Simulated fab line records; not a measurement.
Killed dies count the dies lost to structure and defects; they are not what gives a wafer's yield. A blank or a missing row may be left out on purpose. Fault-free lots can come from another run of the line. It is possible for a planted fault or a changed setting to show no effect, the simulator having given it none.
A lot that was struck, set against a sound lot    flow rit_cmos    44 out of 202 route steps
Sound: wafers L640.1, L640.4, L640.5. Wafers struck: L656.3, L656.5, L656.6. The cause is named last.
Order at every step that has rows: each side's tool, ch and its chambers, its first start. Under that, the readings that differ: sound wafers    struck wafers    difference of the means    sigmas: that difference in standard deviations of wafers without a fault.
alike: a reading whose means differ by less than 2 such deviations, as well as words and numbers matching on both sides. not compared: withheld readings; readings where some wafer has no value; bounds like >300 that might hide an equal value; numbers whose values overlap and for which the record gives no deviation.
Wherever a step has rows on one side only, a row that says differs or no value, or a row with sigmas, the two part there. Numbers that have no deviation but don't overlap get no sigmas and don't part them. A reading that every wafer of one side lacks parts them only if that side has two wafers or more.

first, 2 steps without rows for these wafers: RIT_FOX2_CLEAN_02 (cleans in dHF, time 180 s); RIT_FOX2_WET_ETCH_03 (etches Si3N4 in H3PO4, target depth 195 nm, time 2700 s).
RIT_FOX2_THK_MEAS_90:
  sound on film_metro-04 at day 2 05:59; struck on film_metro-04 at day 5 17:37
  alike: FIELD_OXIDE_LEFT_1_THK
then, 6 steps without rows for these wafers: RIT_NWELL_HMDS_00 (prime time 60 s); RIT_NWELL_COAT_01 (resist thk 1300 nm); RIT_NWELL_SOFTBAKE_02 (time 60 s); RIT_NWELL_EXPOSE_03 (exposes mask M2, target cd 43900 nm); RIT_NWELL_PEB_04; RIT_NWELL_DEVELOP_05 (develop time 68 s).
RIT_NWELL_OVL_MEAS_06:
  sound on overlay-02 at day 2 06:55; struck on overlay-02 at day 5 18:33
  alike: NWELL_OVL
then, 2 steps without rows for these wafers: RIT_NWELL_HARDBAKE_07 (time 120 s); RIT_NWELL_IMPLANT_08.
RIT_NWELL_STRIP_09: strips in O2, time 180 s.
  sound on plasma_asher-04 ch 0, day 2 07:22; struck on plasma_asher-04 ch 0,1, day 5 19:02
  no value came back on the struck wafers for chamber_pressure_mTorr (mTorr), drypump_motor_current_A (A), rf_refl_power_W (W); on the sound wafers chamber_pressure_mTorr (mTorr) reads 4004 4003 3999
reading                                     sound  struck          difference  sigmas
model.NOVOLAK_of_NWELL_COAT_01.thk_nm (nm)  0 0 0  1143 1137 1142  +1141       
  not compared: rf_hours_counter_h
RIT_NWELL_TW_MEAS_10:
  sound on film_metro-04 at day 2 07:32; struck on film_metro-02 at day 5 19:10
  alike: NWELL_TW
then, 6 steps without rows for these wafers: RIT_PWELL_HMDS_00 (prime time 60 s); RIT_PWELL_COAT_01 (resist thk 1300 nm); RIT_PWELL_SOFTBAKE_02 (time 60 s); RIT_PWELL_EXPOSE_03 (exposes mask M3, target cd 43700 nm); RIT_PWELL_PEB_04; RIT_PWELL_DEVELOP_05 (develop time 68 s).
RIT_PWELL_OVL_MEAS_06:
  sound on overlay-01 at day 2 08:36; struck on overlay-02 at day 5 20:13
  alike: PWELL_OVL
then, 2 steps without rows for these wafers: RIT_PWELL_HARDBAKE_07 (time 120 s); RIT_PWELL_IMPLANT_08.
RIT_PWELL_STRIP_09: strips in O2, time 180 s.
  sound on plasma_asher-01 ch 0,1, day 2 09:02; struck on plasma_asher-01 ch 0,1, day 5 20:42
  alike: chamber_pressure_mTorr, drypump_motor_current_A, rf_refl_power_W
  not compared: rf_hours_counter_h
RIT_PWELL_TW_MEAS_10:
  sound on film_metro-04 at day 2 09:13; struck on film_metro-02 at day 5 20:50
reading   sound        struck    difference  sigmas
PWELL_TW  955 952 948  30 30 30  -922        -99 or more
then, 1 step without rows for these wafers: RIT_WELLDRIVE_ANNEAL_00 (time 14700 s).
RIT_WELLDRIVE_RS_MEAS_01: measurement is done with a four-point probe.
  sound on film_metro-03 at day 2 14:27; struck on film_metro-04 at day 6 06:13
  alike: NWELL_RS
RIT_WELLDRIVE_RS_MEAS_02: measurement is done with a four-point probe.
  sound on film_metro-03 at day 2 14:34; struck on film_metro-04 at day 6 06:20
reading            sound              struck             difference  sigmas
PWELL_RS (ohm/sq)  434.3 432.0 433.2  428.8 428.3 428.2  -4.7        -3
then, 6 steps without rows for these wafers: RIT_NRETRO_HMDS_00 (prime time 60 s); RIT_NRETRO_COAT_01 (resist thk 1300 nm); RIT_NRETRO_SOFTBAKE_02 (time 60 s); RIT_NRETRO_EXPOSE_03 (exposes mask M4, target cd 43900 nm); RIT_NRETRO_PEB_04; RIT_NRETRO_DEVELOP_05 (develop time 68 s).
RIT_NRETRO_OVL_MEAS_06:
  sound on overlay-01 at day 2 15:56; struck on overlay-02 at day 6 07:26
  alike: NRETRO_OVL
then, 2 steps without rows for these wafers: RIT_NRETRO_HARDBAKE_07 (time 120 s); RIT_NRETRO_IMPLANT_08.
RIT_NRETRO_STRIP_09: strips in O2, time 180 s.
  sound on plasma_asher-04 ch 0,1, day 2 16:22; struck on plasma_asher-03 ch 0,1, day 6 07:55
reading              sound        struck       difference  sigmas
rf_refl_power_W (W)  7.8 7.1 8.0  5.8 5.7 4.6  -2.3        -2
  alike: chamber_pressure_mTorr, drypump_motor_current_A
  not compared: rf_hours_counter_h
RIT_NRETRO_TW_MEAS_10:
  sound on film_metro-04 at day 2 16:32; struck on film_metro-01 at day 6 08:03
reading    sound           struck    difference  sigmas
NRETRO_TW  1054 1048 1056  30 30 30  -1023       -99 or more
then, 3 steps without rows for these wafers: RIT_PRETRO_HMDS_00 (prime time 60 s); RIT_PRETRO_COAT_01 (resist thk 1300 nm); RIT_PRETRO_SOFTBAKE_02 (time 60 s).
RIT_PRETRO_TW_MEAS_10:
  sound on film_metro-01 at day 2 18:05; struck on film_metro-01 at day 6 09:43
reading    sound        struck    difference  sigmas
PRETRO_TW  471 473 472  30 30 30  -442        -98
RIT_CONTACT_ETCH_11: etches SiO2 in CHF3/CF4/Ar, stops on TiSi2, target depth 480 nm, time 320 s.
  sound on rie_diel-01 ch 0,2, day 3 18:17; struck on rie_diel-02 ch 1,2,3, day 7 16:49
reading                         sound                 struck              difference  sigmas
chamber_pressure_mTorr (mTorr)  100.04 100.22 100.17  99.91 100.02 99.86  -0.21       -2
model.CONTACT.cd_nm (nm)        1002 999.9 1002       977 978.3 977.6     -24         
  alike: drypump_motor_current_A, mfc_ar_sccm, oes_product_au, throttle_valve_pct
  not compared: rf_hours_counter_h

## WHERE THEY PART
Last at RIT_CONTACT_ETCH_11 as far as this record goes, first at RIT_NWELL_STRIP_09.

WHY: what had been put in by the simulator
Step skipped in full: plasma_asher-04, at RIT_NWELL_STRIP_09, from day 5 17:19 onward. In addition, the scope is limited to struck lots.
